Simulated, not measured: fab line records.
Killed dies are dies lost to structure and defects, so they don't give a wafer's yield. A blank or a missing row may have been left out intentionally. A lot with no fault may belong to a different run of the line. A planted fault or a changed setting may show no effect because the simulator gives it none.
The same fault as seen by 2 desks || flow berkeley cmos170 || only its own numbers are on each desk; what lay behind them is given at the end

METROLOGY DESK
Lot by lot, what the gauges showed, no matter which tool ran the lot: averages of those sampled wafers that carry a number. If a lot's mean is further than 4 standard deviations from the usual mean, the lot is out of limits and carries the mark OUT (the distance appears in the brackets).
Columns: A = SPACER_TEOS_THK at UCB170_SPACER_THK_MEAS_01, usual 375 nm; B = V1_POLISHED_THK at UCB170_V1_THK_MEAS_04, usual 1000.2 nm
{"lot": "L128", "first seen here": "day 7 00:20", "A": 372, "B": 999.6}
{"lot": "L131", "first seen here": "day 8 03:29", "A": 379, "B": 1001.0}
{"lot": "L132", "first seen here": "day 8 03:40", "A": 378, "B": 998.9}
{"lot": "L135", "first seen here": "day 8 09:29", "A": 381, "B": 1000.8}
{"lot": "L138", "first seen here": "day 8 19:23", "A": 378, "B": 999.9}
{"lot": "L137", "first seen here": "day 8 20:52", "A": 374, "B": 1000.5}
{"lot": "L136", "first seen here": "day 8 20:58", "A": 373, "B": 999.3}
{"lot": "L134", "first seen here": "day 8 21:13", "A": 377, "B": 1000.5}
{"lot": "L140", "first seen here": "day 9 12:28", "A": 380, "B": 1000.3}
{"lot": "L141", "first seen here": "day 10 10:28", "A": 379, "B": 1001.1}
{"lot": "L146", "first seen here": "day 11 02:48", "A": "328 (-11) OUT", "B": 1001.0}
{"lot": "L151", "first seen here": "day 12 13:47", "A": 374, "B": 1001.7}
{"lot": "L150", "first seen here": "day 12 14:02", "A": "330 (-10) OUT", "B": 1000.5}
{"lot": "L149", "first seen here": "day 12 14:29", "A": 371, "B": 1000.3}
Per this desk, out of limits: L146, L150; the first was L146, day 11 02:48 (SPACER_TEOS_THK at UCB170_SPACER_THK_MEAS_01). L128, L131, L132, L135, L138, L137, L136, L134, L140, L141, L151, L149: within limits.

THE TOOL OWNER'S DESK: pecvd-01
The tool's own readings at UCB170_SPACER_CVD_00 (deposits SiO2 from TEOS/O2, target thk 376 nm, time 47 s): means of the sampled wafers that have a number, for each lot that ran on this tool. If a lot's mean is further than 4 standard deviations from the usual mean, the lot is out of limits and carries the mark OUT (the distance appears in the brackets).
Columns: A = heater power w at UCB170_SPACER_CVD_00, usual 279 W; B = rf fwd power W at UCB170_SPACER_CVD_00, usual 544.3 W
{"lot": "L128", "first seen here": "day 7 00:18", "A": 241, "B": 547.3}
{"lot": "L138", "first seen here": "day 8 19:20", "A": 247, "B": 542.8}
{"lot": "L134", "first seen here": "day 8 21:10", "A": 286, "B": 543.9}
{"lot": "L141", "first seen here": "day 10 10:25", "A": 272, "B": 543.7}
{"lot": "L146", "first seen here": "day 11 02:46", "A": 269, "B": 544.5}
{"lot": "L150", "first seen here": "day 12 13:59", "A": 257, "B": 543.5}
This desk found nothing out of limits on any of the 6 lots.

ALL TOGETHER
The metrology desk could have raised an alarm at day 11 02:48, on L146, L150.
The tool owner's desk saw nothing out of limits.
On record at the tool owner's desk: L146, L150, within its limits.
UCB170_SPACER_CVD_00 was run on pecvd-01 by each of the lots named.

WHAT HAD BEEN PUT IN BY THE SIMULATOR
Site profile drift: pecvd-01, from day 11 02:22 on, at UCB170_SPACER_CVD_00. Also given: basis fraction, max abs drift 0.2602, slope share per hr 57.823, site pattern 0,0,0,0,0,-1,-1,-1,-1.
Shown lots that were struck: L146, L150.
Delay in hours, fault start to first out-of-limits reading, per desk: metrology desk 0.
